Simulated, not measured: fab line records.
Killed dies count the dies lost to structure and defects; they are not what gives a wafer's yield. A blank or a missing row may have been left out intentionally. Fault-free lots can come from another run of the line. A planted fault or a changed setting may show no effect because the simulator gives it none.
Code-filled problem report in 8D (eight disciplines) form / flow rit-cmos / the parts of the form that need people (team, actions taken, sign-off) are left out

== 1. WHAT IS WRONG ==
Mean GATE_OXIDE_THK at RIT_GATE_THK_MEAS_07: 2.40 nm over 6 wafers in 2 lots; fault-free wafers: 3.02 nm, standard deviation 0.074. Measured from the usual mean, that is -8.3 standard deviations.
The first sign was on wafer L117.1 at day 6 08:23, on film-metro-02. The record holds 42 wafers of 14 lots with a number at this step. By rule, "out" or "out of limits" means more than 4 standard deviations away from the usual mean. All remaining wafers that have a number are taken as sound.

== 2. WHAT IT IS; WHAT IT IS NOT ==
question=which readings at this step; is=GATE_OXIDE_THK; is not=-
question=which lots; is=L117, L119; is not=L100, L101, L102, L103, L107, L109, L110, L111, L112, L114, L998, L999
question=which wafers of those lots; is=all that have a number; is not=-
question=read on which gauges; is=film-metro-02; is not=film-metro-03, film-metro-04
question=when; is=from day 6 08:23; is not=up to then (36 sound wafers)

== 3. WHAT RULES OUT EACH SUSPECT ==
Counting: any tool at a process step up to the reading is kept as a suspect provided that every lot that is out went through it and no sound lot did after the first of them.
- the gauge at RIT_GATE_THK_MEAS_07: ruled out. All the wafers that are out were read on film-metro-02, but those of them that RIT_GATE_OXIDATION_05 has rows for are out there too, on other tools.
- furnace-02 at RIT_GATE_OXIDATION_05 (target thk 3 nm, ox time 270 s): kept. All lots that are out passed through it, beginning with L117 at day 6 07:03, and no sound lot followed; its final sound lot before that point was L111 at day 5 02:07. Out on those wafers are its own readings of spike-tc-centre-C, spike-tc-load-C, tube-center-temp-C, tube_center_temp_C_max.
After counting, what remains is furnace-02 at RIT_GATE_OXIDATION_05.

== 4. THE CAUSE (what the simulator had put in) ==
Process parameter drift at RIT_GATE_OXIDATION_05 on furnace-02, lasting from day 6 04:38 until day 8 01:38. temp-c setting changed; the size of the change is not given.
Only this tool survived the counting.

== 5. THE CHAIN OF EFFECTS, in route order ==
Each row: a reading whose mean over the struck wafers that have a number lies more than 3 standard deviations from the usual. Only readings for which the record gives a usual standard deviation are gone through. hours: the time from each lot's start at the first step in this table that gives one to its start at this step, as a median over the lots. sigmas: the change in usual standard deviations.
hours=0; step=RIT_GATE_OXIDATION_05; reading=spike-tc-centre-C; usual=902.5 C; on struck wafers=884.4; change=-18.1; sigmas=-18
hours=0; step=RIT_GATE_OXIDATION_05; reading=spike-tc-load-C; usual=925.0 C; on struck wafers=904.9; change=-20.1; sigmas=-13
hours=0; step=RIT_GATE_OXIDATION_05; reading=tube-center-temp-C; usual=900 C; on struck wafers=882; change=-18; sigmas=-99 or more
hours=0; step=RIT_GATE_OXIDATION_05; reading=tube_center_temp_C_max; usual=902.3; on struck wafers=883.9; change=-18.4; sigmas=-46
hours=1; step=RIT_GATE_THK_MEAS_07; reading=GATE_OXIDE_THK; usual=3.02 nm; on struck wafers=2.40; change=-0.62; sigmas=-8.3
Its process steps:
- RIT_GATE_OXIDATION_05: target thk 3 nm, ox time 270 s.

== 6. HOW IT WOULD HAVE BEEN CAUGHT EARLIER ==
Counted from the fault's start at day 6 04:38, it took 4 hours until the first out-of-limits reading at a measuring or inspecting step in this record, taken at day 6 08:23.
At RIT_GATE_OXIDATION_05, the tool's own readings (spike-tc-centre-C, spike-tc-load-C, tube-center-temp-C, tube_center_temp_C_max) were out on each struck wafer the step has a row for, so an alarm limit on them would have fired on the first such wafer.
Among the 2 lots that are out, L119 began RIT_GATE_OXIDATION_05 on furnace-02 after day 6 08:23. A hold on the tool at that time would have spared it.
